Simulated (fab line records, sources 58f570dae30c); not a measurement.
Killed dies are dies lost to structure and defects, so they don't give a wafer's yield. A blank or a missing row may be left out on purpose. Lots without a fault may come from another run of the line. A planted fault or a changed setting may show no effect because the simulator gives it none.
fab line records | flow berkeley_cmos170
record lots=6 wafers=14 last_day=12
route steps=331 shown V2@298 M3@309
lots that met no fault: from a run of the same line without faults
start_h: hours from the record's first day to the start of the lot's first wafer shown | wait_h: hours since the lot's step before | " the same as in the row above | L1.1+2: a row that stands for several wafers | - no value, or no start given | * or withheld: withheld | < > ~ a bound
route shown NAME@n: a module of which the file shows steps, and the number in the route of the first | usual: mean/standard deviation of fault-free wafers | same: alike in all rows | chamber/n: place in a boat | sites: the reading at each site | _std_site: their standard deviation | _edge_site: outer sites' mean less inner sites' | radius_mm: how far each site lies from the wafer's centre | mask NAME#n: copy n | behind: the tool/chamber that last shaped the wafer | hold: why the lot was held/for how many hours/how that ended | device: the transistor (n, p or np) that didn't switch | end of line: the same wafers' tests at the end of the route | a step without rows: its recipe alone | killed: dies lost to structure and defects at the first sort, not the wafer's yield | map: a wafer's dies, x killed, . not, _ none there
set.NAME: the setting as run; set.NAME@STEP: as run at that earlier step | model.NAME: the simulator's own value behind a step, which no gauge read
lots at some steps of the route; a table a step, a row a wafer
services: from which hour (start_h, from the record's first day; less than 0 if before it) a tool's chamber was out of use, for how many hours, and why
## steps
# step UCB170_V2_HMDS_06
# recipe prime_time_s=60 prime_temp_c=100
# step UCB170_V2_COAT_07
# recipe resist=KrF spin_rpm=1500 resist_thk_nm=900
# step UCB170_V2_SOFTBAKE_08
# recipe resist=KrF temp_c=130 time_s=60
# step UCB170_V2_EXPOSE_09
# recipe mask_id=VIA2 target_cd_nm=700 na=0.5 sigma_outer=0.6 source_shape=conventional dose_mj=37
# step UCB170_V2_PEB_10
# recipe peb_temp_c=130 peb_time_s=withheld resist=KrF
# step UCB170_V2_DEVELOP_11
# recipe developer=TMAH develop_time_s=45 resist=KrF dev_temp_c=21
# step UCB170_V2_CD_MEAS_12
# recipe target_cd_nm=700
# usual cd_nm=700.1/1.4
# columns lot.wafer tool chamber start_h wait_h cd_nm
L619.1 cd_sem-02 - 215.71 - 698.9
L619.3 " - " " 701.0
L619.6 " - " " 701.4
L622.1 cd_sem-01 - 239.58 - 699.0
L622.3 " - " " 699.4
L622.5 " - " " 697.4
L623.1 cd_sem-01 - 240.62 - 700.1
L623.2 " - " " 699.2
L623.6 " - " " 699.2
L630.2 cd_sem-01 - 287.77 - 699.7
L634.1 cd_sem-01 - 288.40 - 702.2
L634.5 " - " " 701.0
L634.6 " - " " 701.7
L632.4 cd_sem-01 - 290.16 - 701.0
# step UCB170_V2_OVL_MEAS_13
# usual V2_OVL=1/5.2
# columns lot.wafer tool chamber start_h wait_h V2_OVL[nm]
L619.1 overlay-02 - 215.83 0.1 -1
L619.3 " - " " 2
L619.6 " - " " 2
L622.1 overlay-01 - 239.70 0.1 -3
L622.3 " - " " -3
L622.5 " - " " 0
L623.1 overlay-01 - 240.74 0.1 -3
L623.2 " - " " 5
L623.6 " - " " 9
L630.2 overlay-01 - 287.88 0.1 10
L634.1 overlay-02 - 288.52 0.1 -1
L634.5 " - " " -1
L634.6 " - " " 2
L632.4 overlay-01 - 290.24 0.1 5
# step UCB170_V2_ETCH_14
# recipe chemistry=CHF3/CF4/Ar target=SiO2 stop_on=Al CHF3_flow_sccm=45 cf4_flow_sccm=15 Ar_flow_sccm=150 pressure_mtorr=200 rf_w=700 target_depth_a=12500 over_etch_frac=0.25 time_s=291
# usual cf4_flow_sccm=15.00/0.046 drypump_motor_current_A=5.7/0.47 oes_product_au=0.867/0.0099 throttle_valve_pct=6.92/0.066
# columns lot.wafer tool chamber start_h wait_h cf4_flow_sccm drypump_motor_current_A oes_product_au rf_hours_counter_h throttle_valve_pct
L619.1 rie_diel-02 2 215.87 0.0 14.93 5.8 0.886 16 6.95
L619.3 " 1 " " 14.98 5.8 0.853 92 6.90
L619.6 " 0 " " 15.02 5.6 0.878 - 6.80
L622.1 rie_diel-01 1 239.74 0.0 15.02 6.6 0.855 78 6.97
L622.3 " 0 " " 14.95 5.7 0.875 98 6.99
L622.5 " 3 " " 14.97 6.0 0.849 - 6.95
L623.1 rie_diel-04 2 240.77 0.0 14.96 6.2 0.880 86 6.79
L623.2 " 1 " " 15.02 6.3 0.862 16 6.93
L623.6 " 0 " " 14.94 5.8 0.863 - 6.87
L630.2 rie_diel-04 2 287.91 0.0 15.03 6.1 0.883 88 6.80
L634.1 rie_diel-01 1 288.55 0.0 15.02 6.6 0.849 80 6.97
L634.5 " 1 " " 14.95 6.6 0.857 - 6.96
L634.6 " 2 " " 15.02 5.0 0.876 - 6.96
L632.4 rie_diel-02 1 290.26 0.0 15.01 5.8 0.853 96 6.89
# step UCB170_V2_STRIP_15
# recipe chemistry=O2 power_w=400 pressure_mtorr=3500 platen_temp_c=withheld o2_flow_sccm=400 overash_fraction=0.5
# usual drypump_motor_current_A=6.0/0.47 oes_product_au=0.722/0.0044 strip_time_to_endpoint_s=15.41/0.15
# columns lot.wafer tool chamber start_h wait_h drypump_motor_current_A oes_product_au rf_hours_counter_h strip_time_to_endpoint_s
L619.1 plasma_asher-04 0 216.05 0.1 6.3 0.713 52 15.26
L619.3 " 0 " " 6.2 0.722 - 15.20
L619.6 " 1 " " 5.9 0.718 - 15.45
L622.1 plasma_asher-04 1 239.92 0.1 5.9 0.718 54 15.34
L622.3 " 1 " " 5.9 0.719 - 15.29
L622.5 " 1 " " 5.9 0.734 - 15.61
L623.1 plasma_asher-04 1 240.95 0.1 5.9 0.720 54 15.48
L623.2 " 0 " " 6.3 0.725 54 15.18
L623.6 " 0 " " 6.3 0.716 - 15.43
L630.2 plasma_asher-02 0 288.09 0.1 6.6 0.726 19 15.57
L634.1 plasma_asher-01 1 288.73 0.1 5.1 0.720 60 15.44
L634.5 " 0 " " 5.2 0.728 - 15.54
L634.6 " 1 " " 5.1 0.710 - 15.52
L632.4 plasma_asher-02 1 290.47 0.1 6.1 0.723 - 15.35
# step UCB170_V2_CD_MEAS_90
# recipe target_cd_nm=700
# usual cd_nm=699.9/1.6
# columns lot.wafer tool chamber start_h wait_h cd_nm
L619.1 cd_sem-02 - 216.15 0.1 698.9
L619.3 " - " " 701.9
L619.6 " - " " 701.4
L622.1 cd_sem-01 - 240.02 0.1 697.4
L622.3 " - " " 700.7
L622.5 " - " " 697.2
L623.1 cd_sem-01 - 241.17 0.2 700.6
L623.2 " - " " 699.9
L623.6 " - " " 698.3
L630.2 cd_sem-01 - 288.25 0.1 699.6
L634.1 cd_sem-01 - 288.83 0.1 700.1
L634.5 " - " " 698.8
L634.6 " - " " 701.3
L632.4 cd_sem-01 - 290.60 0.1 700.5
# step UCB170_M3_PRE_CLEAN_00
# recipe gas=Ar preclean_etch_time_s=60
# step UCB170_M3_SPUTTER_01
# recipe material=Al target_thk_nm=900 time_s=120 power_w=6000 chamber_pressure_pa=0.5
# usual throttle_valve_pct=30.0/1.1
# columns lot.wafer tool chamber start_h wait_h throttle_valve_pct model.Al_of_M3_SPUTTER_01.thk_nm
L619.1 pvd_sputter-03 - 216.33 0.0 31.3 882.6
L619.3 " - " " 29.3 896.3
L619.6 " - " " 29.4 897.9
L622.1 pvd_sputter-04 - 240.20 0.0 29.9 931.9
L622.3 " - " " 29.8 899.2
L622.5 " - " " 30.7 908.2
L623.1 pvd_sputter-01 - 241.35 0.0 30.0 905.2
L623.2 " - " " 30.7 901.9
L623.6 " - " " 28.7 908
L630.2 pvd_sputter-01 - 288.42 0.0 30.4 1228
L634.1 pvd_sputter-03 - 289.03 0.0 30.4 914.5
L634.5 " - " " 31.3 883.5
L634.6 " - " " 28.5 898.8
L632.4 pvd_sputter-01 - 290.72 0.0 30.3 1237
# step UCB170_M3_RS_MEAS_02
# recipe thk_meas_gauge=four-point-probe reads=Al_of_M3_SPUTTER_01
# usual M3_AL_RS=0.0322/0.00044
# columns lot.wafer tool chamber start_h wait_h M3_AL_RS[ohm/sq]
L619.1 film_metro-02 - 216.78 0.4 0.0328
L619.3 " - " " 0.0323
L619.6 " - " " 0.0322
L622.1 film_metro-02 - 240.29 0.0 0.0310
L622.3 " - " " 0.0321
L622.5 " - " " 0.0319
L623.1 film_metro-04 - 241.44 0.0 0.0319
L623.2 " - " " 0.0321
L623.6 " - " " 0.0318
L630.2 film_metro-04 - 288.52 0.1 0.0235
L634.1 film_metro-04 - 289.12 0.0 0.0316
L634.5 " - " " 0.0327
L634.6 " - " " 0.0322
L632.4 film_metro-04 - 290.87 0.1 0.0233
# step UCB170_M3_THK_MEAS_03
# recipe thk_meas_gauge=xrf reads=Al_of_M3_SPUTTER_01
# usual M3_AL_THK=876/13
# columns lot.wafer tool chamber start_h wait_h M3_AL_THK[nm]
L619.1 film_metro-02 - 216.90 0.1 861
L619.3 " - " " 871
L619.6 " - " " 875
L622.1 film_metro-02 - 240.41 0.1 918
L622.3 " - " " 881
L622.5 " - " " 887
L623.1 film_metro-04 - 241.56 0.1 879
L623.2 " - " " 874
L623.6 " - " " 879
L630.2 film_metro-04 - 288.63 0.1 1192
L634.1 film_metro-04 - 289.24 0.1 888
L634.5 " - " " 857
L634.6 " - " " 880
L632.4 film_metro-04 - 290.96 0.1 1203
# step UCB170_M3_HMDS_04
# recipe prime_time_s=60 prime_temp_c=100
# step UCB170_M3_COAT_05
# recipe resist=KrF spin_rpm=1500 resist_thk_nm=900
# step UCB170_M3_SOFTBAKE_06
# recipe resist=KrF temp_c=130 time_s=60
# step UCB170_M3_STRIP_07
# recipe chemistry=O2 power_w=400 pressure_mtorr=3500 platen_temp_c=withheld o2_flow_sccm=400 overash_fraction=0.5
# usual drypump_motor_current_A=5.7/0.52 oes_product_au=0.734/0.0044 strip_time_to_endpoint_s=22.01/0.058
# columns lot.wafer tool chamber start_h wait_h drypump_motor_current_A oes_product_au rf_hours_counter_h strip_time_to_endpoint_s
L619.1 plasma_asher-03 1 217.41 0.1 5.7 0.738 40 22.02
L619.3 " 0 " " 5.6 0.731 - 21.92
L619.6 " 1 " " 5.7 0.727 - 21.95
L622.1 plasma_asher-02 1 240.92 0.1 6.1 0.736 14 21.90
L622.3 " 0 " " 6.6 0.731 - 21.95
L622.5 " 1 " " 6.1 0.730 - 21.94
L623.1 plasma_asher-01 1 242.07 0.1 5.1 0.728 54 21.99
L623.2 " 0 " " 5.2 0.735 54 21.95
L623.6 " 1 " " 5.1 0.738 - 22.05
L630.2 plasma_asher-02 1 289.13 0.1 6.1 0.730 19 22.08
L634.1 plasma_asher-01 1 289.75 0.1 5.1 0.732 60 22.06
L634.5 " 1 " " 5.1 0.734 - 22.01
L634.6 " 0 " " 5.2 0.739 - 22.04
L632.4 plasma_asher-01 0 291.92 0.1 5.2 0.736 - 21.95
# step UCB170_M3_STRIP_08
# recipe chemistry=DMSO temp_c=80 time_s=600 material=KrF
# step UCB170_M3_COAT_09
# recipe resist=BARC temp_c=withheld time_s=withheld spin_rpm=3000 resist_thk_nm=withheld
# step UCB170_M3_COAT_10
# recipe resist=KrF spin_rpm=1500 resist_thk_nm=900
# step UCB170_M3_SOFTBAKE_11
# recipe resist=KrF temp_c=130 time_s=60
# step UCB170_M3_EXPOSE_12
# recipe mask_id=METAL3 target_cd_nm=700 na=0.5 sigma_outer=0.6 source_shape=conventional dose_mj=26
# step UCB170_M3_PEB_13
# recipe peb_temp_c=130 peb_time_s=withheld resist=KrF
# step UCB170_M3_DEVELOP_14
# recipe developer=TMAH develop_time_s=45 resist=KrF dev_temp_c=21
# step UCB170_M3_CD_MEAS_15
# recipe target_cd_nm=700
# usual cd_nm=700.1/1.2
# columns lot.wafer tool chamber start_h wait_h cd_nm
L619.1 cd_sem-02 - 218.53 - 699.2
L619.3 " - " " 700.1
L619.6 " - " " 700.5
L622.1 cd_sem-01 - 242.28 - 698.6
L622.3 " - " " 698.9
L622.5 " - " " 698.5
L623.1 cd_sem-01 - 243.33 - 702.0
L623.2 " - " " 701.9
L623.6 " - " " 701.9
L630.2 cd_sem-01 - 290.40 - 697.2
L634.1 cd_sem-01 - 291.55 - 700.3
L634.5 " - " " 701.6
L634.6 " - " " 698.6
L632.4 cd_sem-01 - 293.79 - 700.1
# step UCB170_M3_OVL_MEAS_16
# usual M3_OVL=2/6.5
# columns lot.wafer tool chamber start_h wait_h M3_OVL[nm]
L619.1 overlay-02 - 218.65 0.1 9
L619.3 " - " " 14
L619.6 " - " " 5
L622.1 overlay-01 - 242.40 0.1 -4
L622.3 " - " " -2
L622.5 " - " " -1
L623.1 overlay-02 - 243.45 0.1 -3
L623.2 " - " " -5
L623.6 " - " " -3
L630.2 overlay-02 - 290.51 0.1 1
L634.1 overlay-02 - 291.67 0.1 5
L634.5 " - " " 4
L634.6 " - " " 7
L632.4 overlay-02 - 293.87 0.1 1
# step UCB170_M3_ETCH_17
# recipe chemistry=N2/H2 target_depth_a=withheld overetch_a=withheld target=BARC time_s=withheld source_w=500 bias_w=100 pressure_mtorr=30 n2_flow_sccm=100 h2_flow_sccm=200
# usual drypump_motor_current_A=5.8/0.62 oes_product_au=0.988/0.029 throttle_valve_pct=13.25/0.11
# columns lot.wafer tool chamber start_h wait_h drypump_motor_current_A oes_product_au throttle_valve_pct
L619.1 rie_diel-03 2 218.68 0.0 6.6 1.022 13.24
L619.3 " 1 " " 5.0 0.939 13.12
L619.6 " 3 " " 4.9 0.991 13.20
L622.1 rie_diel-01 1 242.43 0.0 6.6 0.972 13.28
L622.3 " 2 " " 5.0 0.971 13.24
L622.5 " 0 " " 5.7 1.023 13.30
L623.1 rie_diel-01 3 243.48 0.0 5.9 0.945 13.24
L623.2 " 0 " " 5.8 1.022 13.30
L623.6 " 0 " " 5.7 1.022 13.28
L630.2 rie_diel-03 1 290.54 0.0 5.0 0.950 13.13
L634.1 rie_diel-04 0 291.71 0.0 5.8 0.978 13.21
L634.5 " 0 " " 5.8 0.973 13.19
L634.6 " 1 " " 6.3 1.024 13.24
L632.4 rie_diel-01 0 293.89 0.0 5.7 1.027 13.29
# step UCB170_M3_METAL_ETCH_18
# recipe chemistry=Cl2/BCl3 target=Al stop_on=SiO2 pressure_mtorr=12 target_depth_a=11700 over_etch_frac=0.3 time_s=195 icp_w=600 bias_w=120 Cl2_flow_sccm=90 bcl3_flow_sccm=45
# usual drypump_motor_current_A=5.7/0.39 oes_product_au=0.853/0.011 throttle_valve_pct=24.34/0.18
# columns lot.wafer tool chamber start_h wait_h drypump_motor_current_A oes_product_au rf_hours_counter_h throttle_valve_pct
L619.1 rie_metal-02 1 218.73 - 5.9 0.842 10 24.44
L619.3 " 0 " " 5.8 0.854 - 24.32
L619.6 " 0 " " 5.8 0.864 - 24.33
L622.1 rie_metal-02 1 242.47 - 6.0 0.860 10 24.42
L622.3 " 0 " " 5.8 0.867 - 24.32
L622.5 " 0 " " 5.9 0.869 - 24.33
L623.1 rie_metal-01 0 243.53 - 6.4 0.845 11 24.22
L623.2 " 1 " " 5.8 0.858 0 24.08
L623.6 " 0 " " 6.4 0.848 - 24.20
L630.2 rie_metal-03 0 290.58 - 5.4 0.970 7 24.09
L634.1 rie_metal-02 0 291.75 - 5.8 0.876 3 24.31
L634.5 " 1 " " 5.9 0.838 - 24.42
L634.6 " 0 " " 5.9 0.862 - 24.31
L632.4 rie_metal-03 1 293.99 - 5.2 1.021 - 24.56
# step UCB170_M3_STRIP_19
# recipe chemistry=O2 power_w=400 pressure_mtorr=3500 platen_temp_c=withheld o2_flow_sccm=400 overash_fraction=0.5
# usual drypump_motor_current_A=5.6/0.47 oes_product_au=0.54/0.031
# columns lot.wafer tool chamber start_h wait_h drypump_motor_current_A oes_product_au rf_hours_counter_h
L619.1 plasma_asher-01 0 218.91 0.1 5.2 0.56 52
L619.3 " 1 " " 5.1 0.55 -
L619.6 " 1 " " 5.1 0.56 -
L622.1 plasma_asher-01 0 242.66 0.1 5.2 0.56 54
L622.3 " 1 " " 5.1 0.54 -
L622.5 " 0 " " 5.2 0.54 -
L623.1 plasma_asher-03 0 243.71 0.1 5.6 0.51 43
L623.2 " 1 " " 5.7 0.56 43
L623.6 " 1 " " 5.7 0.52 -
L630.2 plasma_asher-01 0 290.77 0.1 5.2 0.59 60
L634.1 plasma_asher-02 0 291.94 0.1 6.6 0.54 19
L634.5 " 0 " " 6.6 0.57 -
L634.6 " 1 " " 6.1 0.54 -
L632.4 plasma_asher-01 0 294.15 0.1 5.2 0.51 -
## services
# columns tool chamber start_h hours kind
pvd_sputter-03 - 191.94 6.4 repair
rie_metal-01 1 197.06 - clean
rie_metal-01 1 197.06 33.3 scheduled_down
rie_metal-01 1 197.06 33.3 vent_cycle
pvd_sputter-01 - 197.66 15.2 repair
rie_diel-04 1 202.27 11.4 repair
rie_diel-03 0 210.08 21.5 repair
rie_diel-03 - 210.69 0.3 repair
rie_metal-02 - 213.55 2.8 pm
rie_diel-01 - 219.33 10.5 repair
rie_metal-01 0 221.87 4.9 repair
pvd_sputter-03 - 232.29 2.1 repair
plasma_asher-02 - 235.21 0.7 repair
plasma_asher-03 - 235.65 2.8 pm
rie_diel-01 3 252.09 - clean
rie_diel-01 3 252.09 21.2 scheduled_down
rie_diel-01 3 252.09 21.2 vent_cycle
rie_diel-01 1 261.74 6.7 repair
rie_metal-01 1 272.68 4.1 repair
plasma_asher-01 - 274.61 1.0 repair
plasma_asher-02 - 282.68 5.2 repair
plasma_asher-04 - 291.23 2.8 pm
## key
first_sign step=UCB170_M3_RS_MEAS_02 reading=M3_AL_RS direction=down sigmas=20 usual=0.0322 struck=0.0234
effect step=UCB170_M3_THK_MEAS_03 reading=M3_AL_THK direction=up sigmas=25 usual=876 struck=1198
effect step=UCB170_M3_METAL_ETCH_18 reading=oes_product_au direction=up sigmas=13 usual=0.853 struck=0.995
model_effect step=UCB170_M3_SPUTTER_01 value=Al_of_M3_SPUTTER_01.thk_nm without=893.2 struck=1233
met_at UCB170_M3_SPUTTER_01
struck_wafers L630.2,L632.4
sort_left_out L630.2,L632.4
tester_left_out L630,L632
onset_between 241.35 288.42
also_fits UCB170_V2_STRIP_15:plasma_asher-02
earlier_fault kind=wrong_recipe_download tool=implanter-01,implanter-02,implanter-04 chamber=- onset_h=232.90 steps=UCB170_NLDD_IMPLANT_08 wrong_recipe.not_listed=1
fault kind=process_parameter_drift tool=pvd_sputter-01 chamber=- onset_h=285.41 steps=UCB170_M3_SPUTTER_01 channel=target_thk_nm offset=339.58 shape=step acts_in=these_recipes_only stated=900 scope=struck_wafers_only
# tester_left_out: of these lots the tester's yield and bins aren't shown, on N5 and GAA mostly nor the transistor test; their killed dies are dies lost to structure and defects alone, not to doping, threshold or leakage, so they don't give the yield
# sort_left_out: the simulated sort isn't trusted on such a fault, so these wafers' sort isn't shown, and their yield isn't known
